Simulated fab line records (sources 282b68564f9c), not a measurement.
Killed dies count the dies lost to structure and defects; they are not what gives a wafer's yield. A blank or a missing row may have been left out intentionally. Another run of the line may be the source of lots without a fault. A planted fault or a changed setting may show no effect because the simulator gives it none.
fab line records    flow ritCmos
record lots=5  wafers=15  lastDay=5
route steps=202 shown CONTACT@182 M1@184
lots untouched by any fault: they come from a run of this same line in which no faults occurred
startH: start of the lot's first displayed wafer, in hours after the record's first day    waitH: time in hours since the lot's previous step    " repeats the value in the row above    L1.1+2: a row that stands for several wafers    - either no value or no given start    * or withheld: withheld    < > ~ a bound
route shown NAME@n: names a module that has steps shown in the file, with the first one's number in the route    usual: mean/standard deviation of fault-free wafers    same: alike in all rows    chamber/n: place in a boat    sites: readings site by site    _std_site: standard deviation across them    _edge_site: mean of outer sites minus mean of inner sites    radiusMm: for every site, how far away it sits from the centre of the wafer    mask NAME#n: copy n    behind: the tool/chamber that last shaped the wafer    hold: the reason the lot was held/the length of the hold in hours/how it ended    device: the n, p or np transistor that did not switch    end of line: tests of these same wafers at the route's end    step lacking rows: just its recipe    killed: not the wafer's yield, but the dies lost to structure and defects at the first sort    map: per-die view of a wafer (x killed, . not killed, _ where there is no die)
set.NAME: the setting the step ran with; set.NAME@STEP: the setting that earlier step ran with    model.NAME: the simulator's own value behind a step, which no gauge read
lots at selected steps of the route; one table per step, one row per wafer
services: from which hour (startH, from the record's first day; less than 0 if before it) a tool's chamber was out of use, for how many hours, and why
## steps
# step RIT_CONTACT_CLEAN_13
# recipe chemistry=SC1  mix=3:3:50  timeS=600  tempC=75
lot.wafer   tool         chamber  startH  waitH
L074.1+4+6  wetBench-01  2        52.54   0.1
L075.1+2+3  wetBench-03  3        56.57   0.1
L076.2+4+6  wetBench-04  1        63.50   0.1
L082.1+2+3  wetBench-04  1        93.93   0.1
L086.1+3+5  wetBench-04  3        117.42  0.1
# step RIT_CONTACT_CLEAN_14
# recipe chemistry=SC2  mix=3:3:50  timeS=600  tempC=75  dry=n2Spin
lot.wafer   tool         chamber  startH  waitH
L074.1+4+6  wetBench-03  3        52.72   0.0
L075.1+2+3  wetBench-04  1        56.75   0.0
L076.2+4+6  wetBench-03  3        63.67   0.0
L082.1+2+3  wetBench-04  1        94.10   0.0
L086.1+3+5  wetBench-01  1        117.61  0.0
# step RIT_M1_SPUTTER_00
# recipe material=Al  targetThkNm=400  powerW=2000  chamberPressurePa=0.4  gas=Ar  timeS=500  substrateTempC=25
# usual throttleValvePct=29.9/0.89
lot.wafer  tool           chamber  startH  waitH  throttleValvePct
L074.1     pvdSputter-04  -        52.89   0.0    30.1
L074.4     "              -        "       "      30.0
L074.6     "              -        "       "      30.2
L075.1     pvdSputter-03  -        56.92   0.0    28.6
L075.2     "              -        "       "      29.6
L075.3     "              -        "       "      29.8
L076.2     pvdSputter-04  -        63.85   0.0    28.7
L076.4     "              -        "       "      30.1
L076.6     "              -        "       "      30.1
L082.1     pvdSputter-03  -        94.28   0.0    29.5
L082.2     "              -        "       "      28.5
L082.3     "              -        "       "      29.4
L086.1     pvdSputter-04  -        117.81  0.0    28.6
L086.3     "              -        "       "      30.7
L086.5     "              -        "       "      30.7
# step RIT_M1_RS_MEAS_01
# recipe thkMeasGauge=four-point-probe  reads=Al_of_M1_SPUTTER_00
# usual M1_AL_RS=0.0737/0.00088
lot.wafer  tool          chamber  startH  waitH  M1_AL_RS[ohm/sq]
L074.1     filmMetro-02  -        53.19   0.1    0.0731
L074.4     "             -        "       "      0.0730
L074.6     "             -        "       "      0.0733
L075.1     filmMetro-04  -        57.22   0.1    0.0755
L075.2     "             -        "       "      0.0738
L075.3     "             -        "       "      0.0736
L076.2     filmMetro-02  -        64.16   0.2    0.0727
L076.4     "             -        "       "      0.0727
L076.6     "             -        "       "      0.0729
L082.1     filmMetro-02  -        94.57   0.1    0.0746
L082.2     "             -        "       "      0.0754
L082.3     "             -        "       "      0.0742
L086.1     filmMetro-02  -        118.10  0.1    0.0742
L086.3     "             -        "       "      0.0739
L086.5     "             -        "       "      0.0743
# step RIT_M1_THK_MEAS_02
# recipe thkMeasGauge=xrf  reads=Al_of_M1_SPUTTER_00
# usual M1_AL_THK=408/5
lot.wafer  tool          chamber  startH  waitH  M1_AL_THK[nm]
L074.1     filmMetro-02  -        53.31   0.1    409
L074.4     "             -        "       "      410
L074.6     "             -        "       "      409
L075.1     filmMetro-04  -        57.34   0.1    397
L075.2     "             -        "       "      407
L075.3     "             -        "       "      406
L076.2     filmMetro-02  -        64.27   0.1    416
L076.4     "             -        "       "      415
L076.6     "             -        "       "      412
L082.1     filmMetro-02  -        94.69   0.1    404
L082.2     "             -        "       "      396
L082.3     "             -        "       "      404
L086.1     filmMetro-02  -        118.22  0.1    404
L086.3     "             -        "       "      406
L086.5     "             -        "       "      404
# step RIT_M1_HMDS_03
# recipe primeTimeS=60  primeTempC=140
# usual resistLineTempC=23.01/0.1
lot.wafer  tool           chamber  startH  waitH  resistLineTempC
L074.1     lithoTrack-01  0        53.37   0.1    23.00
L074.4     "              0        "       "      22.78
L074.6     "              0        "       "      22.88
L075.1     lithoTrack-04  0        57.40   0.1    23.02
L075.2     "              0        "       "      22.90
L075.3     "              0        "       "      22.93
L076.2     lithoTrack-04  0        64.35   0.1    22.95
L076.4     "              0        "       "      22.96
L076.6     "              0        "       "      22.99
L082.1     lithoTrack-04  0        94.75   0.1    23.02
L082.2     "              0        "       "      23.18
L082.3     "              0        "       "      23.06
L086.1     lithoTrack-01  0        118.56  0.3    22.99
L086.3     "              0        "       "      23.11
L086.5     "              0        "       "      23.06
# step RIT_M1_COAT_04
# recipe resist=NOVOLAK  spinRpm=2000  resistThkNm=1300
# usual resistLineTempC=22.99/0.095
lot.wafer  tool           chamber  startH  waitH  resistLineTempC
L074.1     lithoTrack-01  0        53.52   0.1    23.00
L074.4     "              0        "       "      23.00
L074.6     "              0        "       "      22.98
L075.1     lithoTrack-04  0        57.55   0.1    23.04
L075.2     "              0        "       "      23.00
L075.3     "              0        "       "      23.03
L076.2     lithoTrack-04  0        64.50   0.1    22.89
L076.4     "              0        "       "      22.98
L076.6     "              0        "       "      22.90
L082.1     lithoTrack-04  0        94.90   0.1    23.03
L082.2     "              0        "       "      23.28
L082.3     "              0        "       "      23.25
L086.1     lithoTrack-01  0        118.71  0.1    23.09
L086.3     "              0        "       "      23.00
L086.5     "              0        "       "      23.03
# step RIT_M1_SOFTBAKE_05
# recipe resist=NOVOLAK  tempC=90  timeS=60
# usual resistLineTempC=22.98/0.1
lot.wafer  tool           chamber  startH  waitH  resistLineTempC
L074.1     lithoTrack-01  0        53.67   0.1    22.98
L074.4     "              0        "       "      22.96
L074.6     "              0        "       "      23.08
L075.1     lithoTrack-04  0        57.70   0.1    23.12
L075.2     "              0        "       "      23.01
L075.3     "              0        "       "      23.01
L076.2     lithoTrack-04  0        64.65   0.1    23.06
L076.4     "              0        "       "      23.01
L076.6     "              0        "       "      22.94
L082.1     lithoTrack-04  0        95.05   0.1    22.93
L082.2     "              0        "       "      23.02
L082.3     "              0        "       "      23.04
L086.1     lithoTrack-01  0        118.86  0.1    23.15
L086.3     "              0        "       "      23.10
L086.5     "              0        "       "      23.04
# step RIT_M1_EXPOSE_06
# recipe maskId=M12  na=0.6  sourceShape=conventional  sigmaOuter=0.5  targetCdNm=2600  doseMj=250
# same na=0.6  sigmaOuter=0.5
lot.wafer   tool             chamber  startH  waitH  mask
L074.1+4+6  ilineStepper-01  0        53.82   0.1    M12#0
L075.1+2+3  ilineStepper-01  0        57.85   0.1    M12#0
L076.2+4+6  ilineStepper-02  0        64.92   0.2    M12#0
L082.1+2+3  ilineStepper-01  0        95.20   0.1    M12#0
L086.1+3+5  ilineStepper-02  0        119.01  0.1    M12#0
# step RIT_M1_PEB_07
# recipe resist=NOVOLAK  tempC=withheld  timeS=withheld
# usual resistLineTempC=*
lot.wafer  tool           chamber  startH  waitH  resistLineTempC
L074.1     lithoTrack-04  0        53.93   0.1    *
L074.4     "              0        "       "      *
L074.6     "              0        "       "      *
L075.1     lithoTrack-02  0        57.97   0.1    *
L075.2     "              0        "       "      *
L075.3     "              0        "       "      *
L076.2     lithoTrack-02  0        65.16   0.2    *
L076.4     "              0        "       "      *
L076.6     "              0        "       "      *
L082.1     lithoTrack-01  0        95.32   0.1    *
L082.2     "              0        "       "      *
L082.3     "              0        "       "      *
L086.1     lithoTrack-01  0        119.16  0.1    *
L086.3     "              0        "       "      *
L086.5     "              0        "       "      *
# step RIT_M1_DEVELOP_08
# recipe resist=NOVOLAK  developTimeS=68  devTempC=23
# usual resistLineTempC=23.00/0.093
lot.wafer  tool           chamber  startH  waitH  resistLineTempC
L074.1     lithoTrack-04  0        -       -      22.97
L074.4     "              0        "       "      22.91
L074.6     "              0        "       "      22.98
L075.1     lithoTrack-02  0        -       -      22.94
L075.2     "              0        "       "      22.89
L075.3     "              0        "       "      22.86
L076.2     lithoTrack-02  0        -       -      23.07
L076.4     "              0        "       "      22.90
L076.6     "              0        "       "      23.04
L082.1     lithoTrack-01  0        -       -      23.02
L082.2     "              0        "       "      22.84
L082.3     "              0        "       "      22.91
L086.1     lithoTrack-01  0        -       -      23.04
L086.3     "              0        "       "      23.07
L086.5     "              0        "       "      23.08
# step RIT_M1_CD_MEAS_09
# recipe targetCdNm=2600
# usual cdNm=2600.8/2.1
lot.wafer  tool      chamber  startH  waitH  cdNm
L074.1     cdSem-01  -        54.25   -      2601.6
L074.4     "         -        "       "      2601.4
L074.6     "         -        "       "      2600.8
L075.1     cdSem-01  -        58.28   -      2600.0
L075.2     "         -        "       "      2599.3
L075.3     "         -        "       "      2599.0
L076.2     cdSem-01  -        65.47   -      2600.0
L076.4     "         -        "       "      2601.1
L076.6     "         -        "       "      2601.4
L082.1     cdSem-02  -        95.63   -      2602.4
L082.2     "         -        "       "      2603.2
L082.3     "         -        "       "      2602.6
L086.1     cdSem-02  -        119.47  -      2604.3
L086.3     "         -        "       "      2599.7
L086.5     "         -        "       "      2603.3
# step RIT_M1_OVL_MEAS_10
# usual M1_OVL=-0.5/1.5
lot.wafer  tool        chamber  startH  waitH  M1_OVL[nm]
L074.1     overlay-02  -        54.37   0.1    1.3
L074.4     "           -        "       "      0.4
L074.6     "           -        "       "      2.2
L075.1     overlay-02  -        58.40   0.1    2.2
L075.2     "           -        "       "      3.4
L075.3     "           -        "       "      2.9
L076.2     overlay-01  -        65.58   0.1    0.6
L076.4     "           -        "       "      0.5
L076.6     "           -        "       "      -1.6
L082.1     overlay-01  -        95.75   0.1    -1.6
L082.2     "           -        "       "      -0.2
L082.3     "           -        "       "      -1.3
L086.1     overlay-01  -        119.59  0.1    -1.2
L086.3     "           -        "       "      -1.4
L086.5     "           -        "       "      -0.9
# step RIT_M1_HARDBAKE_11
# recipe resist=NOVOLAK  tempC=140  timeS=120
# usual resistLineTempC=23.02/0.11
lot.wafer  tool           chamber  startH  waitH  resistLineTempC
L074.1     lithoTrack-02  0        54.40   0.0    23.03
L074.4     "              0        "       "      22.93
L074.6     "              0        "       "      22.97
L075.1     lithoTrack-02  0        58.43   0.0    23.01
L075.2     "              0        "       "      23.03
L075.3     "              0        "       "      23.13
L076.2     lithoTrack-01  0        65.70   0.1    23.25
L076.4     "              0        "       "      23.12
L076.6     "              0        "       "      23.03
L082.1     lithoTrack-04  0        95.81   0.0    22.78
L082.2     "              0        "       "      23.02
L082.3     "              0        "       "      22.83
L086.1     lithoTrack-02  0        119.63  0.0    22.99
L086.3     "              0        "       "      22.99
L086.5     "              0        "       "      23.08
# step RIT_M1_METAL_ETCH_12
# recipe stopOn=SiO2  chemistry=Cl2/BCl3  target=Al  timeS=165  overEtchFrac=0.5  pressureMtorr=100  targetDepthA=6000  rfW=250  Cl2_flow_sccm=60  bcl3FlowSccm=50
# usual drypumpMotorCurrentA=5.6/0.51  oesProductAu=0.773/0.011  throttleValvePct=8.34/0.18
lot.wafer  tool         chamber  startH  waitH  drypumpMotorCurrentA  oesProductAu  rfHoursCounterH  throttleValvePct
L074.1     rieMetal-03  0        54.65   0.2    6.4                   0.787         37               8.04
L074.4     "            1        "       "      5.1                   0.761         -                8.28
L074.6     "            0        "       "      6.4                   0.789         -                8.04
L075.1     rieMetal-02  0        58.68   0.2    4.9                   0.777         4                8.19
L075.2     "            1        "       "      5.7                   0.774         4                8.53
L075.3     "            0        "       "      4.9                   0.777         -                8.17
L076.2     rieMetal-01  1        65.91   0.2    5.4                   0.770         2                8.44
L076.4     "            0        "       "      6.0                   0.776         -                8.49
L076.6     "            0        "       "      6.0                   0.778         -                8.48
L082.1     rieMetal-01  1        96.06   0.2    5.4                   0.767         3                8.44
L082.2     "            0        "       "      6.1                   0.755         3                8.48
L082.3     "            0        "       "      6.0                   0.768         -                8.49
L086.1     rieMetal-03  1        119.88  0.2    5.1                   0.750         34               8.31
L086.3     "            0        "       "      6.4                   0.778         -                8.03
L086.5     "            0        "       "      6.4                   0.789         -                8.04
# step RIT_M1_STRIP_13
# recipe chemistry=nmp  resist=NOVOLAK  tempC=80  timeS=600  dry=n2Spin
lot.wafer   tool         chamber  startH  waitH
L074.1+4+6  wetBench-04  0        54.82   0.1
L075.1+2+3  wetBench-02  2        58.85   0.1
L076.2+4+6  wetBench-02  1        66.07   0.1
L082.1+2+3  wetBench-02  3        96.22   0.1
L086.1+3+5  wetBench-01  0        120.04  0.1
# step RIT_M1_STRIP_14
# recipe chemistry=O2  timeS=180  platenTempC=withheld  powerW=500  pressureMtorr=4000  o2FlowSccm=4000
# usual drypumpMotorCurrentA=5.6/0.51
lot.wafer  tool            chamber  startH  waitH  drypumpMotorCurrentA  rfHoursCounterH
L074.1     plasmaAsher-03  0        54.99   0.0    4.9                   24
L074.4     "               1        "       "      6.0                   -
L074.6     "               1        "       "      6.1                   -
L075.1     plasmaAsher-04  1        59.02   0.0    6.5                   42
L075.2     "               0        "       "      5.8                   42
L075.3     "               1        "       "      6.5                   -
L076.2     plasmaAsher-01  0        66.26   0.0    5.2                   43
L076.4     "               0        "       "      5.2                   -
L076.6     "               1        "       "      6.0                   -
L082.1     plasmaAsher-03  0        96.40   0.0    4.9                   30
L082.2     "               1        "       "      6.1                   30
L082.3     "               0        "       "      4.9                   -
L086.1     plasmaAsher-03  0        120.23  0.0    4.9                   32
L086.3     "               0        "       "      4.9                   -
L086.5     "               0        "       "      4.9                   -
# step RIT_M1_CD_MEAS_90
# recipe targetCdNm=2600
# usual cdNm=2602/3.4
lot.wafer  tool      chamber  startH  waitH  cdNm
L074.1     cdSem-02  -        55.17   0.1    2600
L074.4     "         -        "       "      2605
L074.6     "         -        "       "      2599
L075.1     cdSem-02  -        59.20   0.1    2598
L075.2     "         -        "       "      2600
L075.3     "         -        "       "      2597
L076.2     cdSem-02  -        66.45   0.1    2601
L076.4     "         -        "       "      2602
L076.6     "         -        "       "      2603
L082.1     cdSem-02  -        96.57   0.1    2603
L082.2     "         -        "       "      2603
L082.3     "         -        "       "      2604
L086.1     cdSem-02  -        120.41  0.1    2608
L086.3     "         -        "       "      2600
L086.5     "         -        "       "      2601
# step RIT_M1_ANNEAL_15
# recipe tempC=450  timeS=1800  ambient=forming_gas_H2N2
lot.wafer   tool  chamber  startH  waitH
L074.1+4+6  -     -        55.29   0.1
L075.1+2+3  -     -        59.32   0.1
L076.2+4+6  -     -        66.55   0.1
L082.1+2+3  -     -        97.64   1.0
L086.1+3+5  -     -        120.53  0.1
# step RIT_M1_BOW_MEAS_16
# recipe mode=bow
# usual M1_BOW=16/6.7
lot.wafer  tool          chamber  startH  waitH  M1_BOW[um]
L074.1     filmMetro-04  -        56.79   0.0    17
L074.4     "             -        "       "      21
L074.6     "             -        "       "      24
L075.1     filmMetro-03  -        60.82   0.0    5
L075.2     "             -        "       "      20
L075.3     "             -        "       "      4
L076.2     filmMetro-04  -        68.07   0.0    20
L076.4     "             -        "       "      9
L076.6     "             -        "       "      32
L082.1     filmMetro-03  -        99.14   0.0    24
L082.2     "             -        "       "      21
L082.3     "             -        "       "      20
L086.1     filmMetro-02  -        122.03  0.0    14
L086.3     "             -        "       "      24
L086.5     "             -        "       "      18
# step RIT_M1_PROBE_99
# usual defectLimitedYield=97.3/1.1  killedAtContacts=0.1/0.3  killedAtFrontEnd=7.1/3  killedDies=7.3/3  killedOpen=3.6/2  killedShort=3.5/1.9
# same grossDies=264  killed_at_M0_to_M3=0  killed_at_M4_up=0  killedAtBackSide=0  killedAtOther=0
lot.wafer  tool       chamber  startH  waitH  defectLimitedYield[%]  killedAtContacts  killedAtFrontEnd  killedDies  killedOpen  killedShort
L074.1     prober-01  -        56.91   0.1    97.0                   0                 8                 8           4           3
L074.4     prober-01  -        57.06   0.2    93.6                   0                 17                17          8           8
L074.6     prober-01  -        57.16   0.2    97.3                   0                 7                 7           1           6
L075.1     prober-02  -        60.94   0.1    98.1                   0                 5                 5           4           1
L075.2     prober-02  -        60.99   0.1    97.7                   0                 6                 6           3           3
L075.3     prober-02  -        61.04   0.2    97.7                   0                 6                 6           3           3
L076.2     prober-01  -        68.22   0.1    95.1                   0                 13                13          10          3
L076.4     prober-01  -        68.32   0.2    97.0                   0                 8                 8           4           4
L076.6     prober-01  -        68.42   0.2    96.6                   0                 9                 9           7           2
L082.1     prober-01  -        99.26   0.1    97.7                   0                 6                 6           3           3
L082.2     prober-01  -        99.31   0.1    97.3                   1                 6                 7           4           3
L082.3     prober-01  -        99.36   0.2    100.0                  0                 0                 0           0           0
L086.1     prober-01  -        122.15  0.1    97.7                   0                 6                 6           0           6
L086.3     prober-01  -        122.25  0.2    98.9                   0                 3                 3           1           2
L086.5     prober-01  -        122.35  0.2    99.2                   0                 2                 2           2           0
# killed by level:class
L074.1 GATE:geometricParticle:short=2 GATE:geometricParticle:open=2 FOX2:geometricParticle:open=1 FOX2:geometricParticle:short=1 GATE:coatMicrobubblePrinted=1 REOX:geometricParticle:open=1
L074.4 REOX:geometricParticle:short=3 FOX2:geometricParticle:open=2 GATE:geometricParticle:short=2 SPACER:geometricParticle:short=2 REOX:geometricParticle:open=2 SPACER:geometricParticle:open=2 FOX1:geometricParticle:open=1 GATE:geometricParticle:open=1
L074.6 GATE:geometricParticle:short=3 SPACER:geometricParticle:short=2 FOX2:geometricParticle:open=1 REOX:geometricParticle:short=1
L075.1 GATE:geometricParticle:open=2 FOX1:geometricParticle:open=1 FOX2:geometricParticle:open=1 SPACER:geometricParticle:short=1
L075.2 FOX1:geometricParticle:short=1 FOX2:geometricParticle:open=1 GATE:geometricParticle:short=1 GATE:geometricParticle:open=1 REOX:geometricParticle:open=1 REOX:geometricParticle:short=1
L075.3 GATE:geometricParticle:short=2 FOX1:geometricParticle:open=1 GATE:geometricParticle:open=1 REOX:geometricParticle:open=1 SPACER:geometricParticle:short=1
L076.2 GATE:geometricParticle:open=5 SPACER:geometricParticle:open=4 FOX2:geometricParticle:open=1 FOX2:geometricParticle:short=1 GATE:geometricParticle:short=1 SPACER:geometricParticle:short=1
L076.4 GATE:geometricParticle:short=2 SILICIDE:geometricParticle:open=2 FOX1:geometricParticle:short=1 REOX:geometricParticle:open=1 SPACER:geometricParticle:open=1 SPACER:geometricParticle:short=1
L076.6 GATE:geometricParticle:open=4 SPACER:geometricParticle:open=3 GATE:geometricParticle:short=2
L082.1 GATE:geometricParticle:open=3 FOX1:geometricParticle:short=2 SPACER:geometricParticle:short=1
L082.2 FOX1:geometricParticle:short=1 FOX1:geometricParticle:open=1 GATE:geometricParticle:open=1 GATE:geometricParticle:short=1 SPACER:geometricParticle:short=1 SILICIDE:geometricParticle:open=1 CONTACT:geometricParticle:open=1
L086.1 GATE:geometricParticle:short=3 REOX:geometricParticle:short=3
L086.3 FOX1:geometricParticle:short=1 GATE:geometricParticle:short=1 REOX:geometricParticle:open=1
L086.5 GATE:geometricParticle:open=1 SILICIDE:geometricParticle:open=1
## services
tool             chamber  startH  hours  kind
ilineStepper-02  -        43.30   1.7    pm
plasmaAsher-03   -        44.61   4.5    repair
pvdSputter-03    -        73.85   2.0    repair
furnace-01       -        85.35   3.3    pm
ilineStepper-01  -        87.55   1.0    repair
pvdSputter-04    -        91.74   3.9    repair
furnace-04       -        93.87   4.0    pm
furnace-04       -        109.31  3.3    pm
plasmaAsher-03   -        110.13  0.6    repair
pvdSputter-04    -        112.15  1.9    repair
## key
fault none
